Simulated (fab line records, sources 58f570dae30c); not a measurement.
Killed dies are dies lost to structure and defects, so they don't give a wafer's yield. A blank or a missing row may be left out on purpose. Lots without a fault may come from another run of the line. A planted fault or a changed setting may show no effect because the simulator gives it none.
A struck lot beside a sound one | flow berkeley_cmos170 | 17 steps out of a route of 331
Sound: wafers L424.2, L424.3, L424.4. Struck: wafers L420.1, L420.2, L420.3. The cause comes at the end.
At each step with rows: each side's tool, then ch and its chambers, then its first start. Under that, the readings that differ: sound wafers | struck wafers | difference of the means | sigmas: that difference in standard deviations of wafers without a fault.
alike: readings whose means differ by less than 2 such deviations, and words and numbers that are the same on both sides. not compared: withheld readings, readings that some wafer has no value for, bounds like >300 that may hide the same value, and numbers for which the record gives no deviation and whose values overlap.
The two part at a step that has a row with sigmas, a row that says differs or no value, or rows on one side only. Numbers that don't overlap but have no deviation are shown without sigmas and don't part them. A reading that every wafer of one side lacks parts them only if that side has two wafers or more.

first, 1 step without rows for these wafers: UCB170_PWELL_OXIDATION_02 (target thk 26.4 nm, ox time 1260 s).
UCB170_PWELL_THK_MEAS_03:
  sound on film_metro-01, day 5 19:58; struck on film_metro-01, day 5 03:23
  alike: PWELL_OXIDE_THK
then, 2 steps without rows for these wafers: UCB170_PWELL_ANNEAL_04 (time 900 s); UCB170_PWELL_CVD_05 (deposits Si3N4 from SiH2Cl2/NH3, target thk 220 nm, time 3300 s).
UCB170_PWELL_THK_MEAS_06:
  sound on film_metro-04, day 6 04:19; struck on film_metro-02, day 5 10:16
  alike: PWELL_NITRIDE_THK
then, 6 steps without rows for these wafers: UCB170_PWELL_HMDS_07 (prime time 60 s); UCB170_PWELL_COAT_08 (resist thk 900 nm); UCB170_PWELL_SOFTBAKE_09 (time 60 s); UCB170_PWELL_EXPOSE_10 (exposes mask PWELL, target cd 3000 nm); UCB170_PWELL_PEB_11; UCB170_PWELL_DEVELOP_12 (develop time 45 s).
UCB170_PWELL_OVL_MEAS_13:
  sound on overlay-01, day 6 05:38; struck on overlay-01, day 5 11:33
  alike: PWELL_OVL
UCB170_PWELL_ETCH_14: etches Si3N4 in CH3F/Ar/O2, stops on SiO2, target depth 242 nm, time 151 s.
  sound on rie_diel-03 ch 0,2,3, day 6 05:40; struck on rie_diel-02 ch 0,1,3, day 5 11:35
  reading                                      | sound             | struck                  | difference | sigmas
  over_etch_frac                               | 0.1 0.1 0.1       | 0.19223 0.19223 0.19223 | +0.09223   |
  model.KrF_of_PWELL_COAT_08.thk_nm (nm)       | 727.5 727.9 725.7 | 715 719.6 718.3         | -9         |
  model.SiO2_of_PWELL_OXIDATION_02.thk_nm (nm) | 22.39 22.47 21.98 | 20.62 19.85 20.23       | -2.05      |
  alike: drypump_motor_current_A, mfc_ar_sccm, oes_product_au, throttle_valve_pct
  not compared: rf_hours_counter_h
then, 1 step without rows for these wafers: UCB170_PWELL_IMPLANT_15.
UCB170_PWELL_STRIP_16: strips in O2.
  sound on plasma_asher-03 ch 0,1, day 6 05:55; struck on plasma_asher-03 ch 0,1, day 5 11:50
  reading                      | sound             | struck            | difference | sigmas
  strip_time_to_endpoint_s (s) | 18.15 18.17 18.11 | 17.86 17.97 17.94 | -0.22      | -2
  alike: drypump_motor_current_A, oes_product_au
  not compared: rf_hours_counter_h
UCB170_PWELL_TW_MEAS_17:
  sound on film_metro-01, day 6 06:02; struck on film_metro-02, day 5 11:56
  alike: PWELL_TW
then, 1 step without rows for these wafers: UCB170_M3_PROBE_99.

WHERE THEY PART
Only at UCB170_PWELL_STRIP_16, within this record. Later steps at which nothing parts them and some readings are alike: UCB170_PWELL_TW_MEAS_17.

WHY: what the simulator had put in
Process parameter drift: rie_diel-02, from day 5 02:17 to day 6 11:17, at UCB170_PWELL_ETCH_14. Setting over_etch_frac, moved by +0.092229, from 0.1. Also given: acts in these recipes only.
